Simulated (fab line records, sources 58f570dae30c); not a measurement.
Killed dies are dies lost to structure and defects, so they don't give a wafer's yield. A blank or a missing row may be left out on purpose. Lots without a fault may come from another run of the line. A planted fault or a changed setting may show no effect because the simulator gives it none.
A struck lot beside a sound one | flow berkeley_cmos170 | 14 steps out of a route of 331
Sound: wafers L311.1, L311.3, L311.5. Struck: wafers L315.1, L315.2, L315.6. The cause comes at the end.
At each step with rows: each side's tool, then ch and its chambers, then its first start. Under that, the readings that differ: sound wafers | struck wafers | difference of the means | sigmas: that difference in standard deviations of wafers without a fault.
alike: readings whose means differ by less than 2 such deviations, and words and numbers that are the same on both sides. not compared: withheld readings, readings that some wafer has no value for, bounds like >300 that may hide the same value, and numbers for which the record gives no deviation and whose values overlap.
The two part at a step that has a row with sigmas, a row that says differs or no value, or rows on one side only. Numbers that don't overlap but have no deviation are shown without sigmas and don't part them. A reading that every wafer of one side lacks parts them only if that side has two wafers or more.

first, 4 steps without rows for these wafers: UCB170_WELLDRIVE_WET_ETCH_04 (etches SiO2 in BOE, time 120 s); UCB170_ACTIVE_CLEAN_00 (cleans in SPM, time 600 s); UCB170_ACTIVE_CLEAN_01 (cleans in dHF, time 60 s); UCB170_ACTIVE_OXIDATION_02 (target thk 26.4 nm, ox time 1260 s).
UCB170_ACTIVE_THK_MEAS_03:
  sound on film_metro-01, day 5 09:25; struck on film_metro-02, day 5 20:45
  reading               | sound          | struck         | difference | sigmas
  ACTIVE_OXIDE_THK (nm) | 25.7 25.9 25.8 | 26.9 26.9 27.5 | +1.3       | +3
then, 2 steps without rows for these wafers: UCB170_ACTIVE_ANNEAL_04 (time 900 s); UCB170_ACTIVE_CVD_05 (deposits Si3N4 from SiH2Cl2/NH3, target thk 220 nm, time 3300 s).
UCB170_ACTIVE_THK_MEAS_06:
  sound on film_metro-01, day 5 16:35; struck on film_metro-02, day 6 01:40
  alike: ACTIVE_NITRIDE_THK
then, 4 steps without rows for these wafers: UCB170_ACTIVE_HMDS_07 (prime time 60 s); UCB170_ACTIVE_COAT_08 (resist thk 900 nm); UCB170_ACTIVE_SOFTBAKE_09 (time 60 s); UCB170_ACTIVE_EXPOSE_10 (exposes mask ACTIVE, target cd 1200 nm).
UCB170_ACTIVE_PEB_11:
  sound on litho_track-01 ch 0, day 5 18:08; struck on litho_track-04, day 6 03:13
  no value came back on the struck wafers for chill_plate_temp_C (C), exhaust_pa (Pa); on the sound wafers chill_plate_temp_C (C) reads 22.98 22.97 22.97
then, 1 step without rows for these wafers: UCB170_ACTIVE_DEVELOP_12 (develop time 45 s).

WHERE THEY PART
First at UCB170_ACTIVE_THK_MEAS_03; last, within this record, at UCB170_ACTIVE_PEB_11.

WHY: what the simulator had put in
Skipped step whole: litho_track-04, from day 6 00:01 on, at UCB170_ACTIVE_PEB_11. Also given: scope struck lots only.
